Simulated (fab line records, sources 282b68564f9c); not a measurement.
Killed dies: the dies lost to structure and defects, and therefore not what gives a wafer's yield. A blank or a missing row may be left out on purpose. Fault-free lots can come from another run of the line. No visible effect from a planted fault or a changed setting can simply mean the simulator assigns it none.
Code-filled problem report in 8D (eight disciplines) form    flow ritCmos    the parts of the form that need people (team, actions taken, sign-off) are left out

## 1. WHAT IS WRONG
runLengthS at RIT_ACTIVE_SOFTBAKE_07 reads a mean of 74.32 s on 6 wafers of 2 lots; wafers without a fault read 89.12 s with a standard deviation of 0.13. So: -99 or more standard deviations from the usual mean.
The step: time 60 s.
First observed at day 3 02:58: wafer L486.1, on lithoTrack-02. Wafers with a number at this step in the record: 42, from 14 lots. The rule behind "out" and "out of limits": a value lying over 4 standard deviations away from the usual mean. Any other wafer with a number is counted as sound.

## 2. WHAT THIS IS AND IS NOT
question                     is                             is not
which readings at this step  runLengthS, heaterPowerTotalW  -
which lots                   L486, L490                     L479, L480, L481, L484, L492, L493, L495, L496, L498, L500, L501, L502
which wafers of those lots   all that have a number         -
read on which tools          lithoTrack-02                  lithoTrack-01, lithoTrack-03
when                         from day 3 02:58               up to then (12 sound wafers); but 24 sound wafers of L492, L493, L495, L496, L498, L500, L501, L502 came after

## 3. WHAT RULES OUT EACH SUSPECT
Counting: a tool stays on the suspect list if, at a process step up to the reading, it processed all lots that are out and no sound lot following the first of them.
- lithoTrack-02 at RIT_ACTIVE_SOFTBAKE_07 (time 60 s): ruled out as a lasting fault. Following L486 (day 3 02:58), the first lot on it that is out, the sound lots L502 were run on it.
Left after counting: nothing in the record.

## 4. THE CAUSE (what the simulator had put in)
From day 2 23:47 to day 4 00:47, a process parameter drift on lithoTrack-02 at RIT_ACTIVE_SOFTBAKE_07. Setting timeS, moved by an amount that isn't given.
Counting ruled it out, wrongly.

## 5. THE CHAIN OF EFFECTS, in route order
Each row: a reading whose mean over the struck wafers that have a number lies more than 3 standard deviations from the usual. Scope: only readings with a usual standard deviation given in the record; hours: median across lots of the time from each lot's start at the first step in this table that gives one to its start at this step; sigmas: change in usual standard deviations.
hours  step                    reading            usual    on struck wafers  change  sigmas
0      RIT_ACTIVE_SOFTBAKE_07  heaterPowerTotalW  34.56 W  37.47             +2.91   +53
0      RIT_ACTIVE_SOFTBAKE_07  runLengthS         89.12 s  74.32             -14.80  -99 or more
It contains these process steps:
- RIT_ACTIVE_SOFTBAKE_07: time 60 s.
Readings that are blank on the struck wafers while sound wafers have them: plateTempC at RIT_ACTIVE_SOFTBAKE_07.
At these later measuring or inspecting steps, every struck wafer for which the step has a row has a number for every such reading, and none has moved that far: RIT_GATE_THK_MEAS_09, RIT_PLDD_OVL_MEAS_06.

## 6. WHAT WOULD HAVE CAUGHT IT SOONER
3 hours passed between the start of the fault at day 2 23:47 and the first reading out of limits in this record, taken at day 3 02:58.
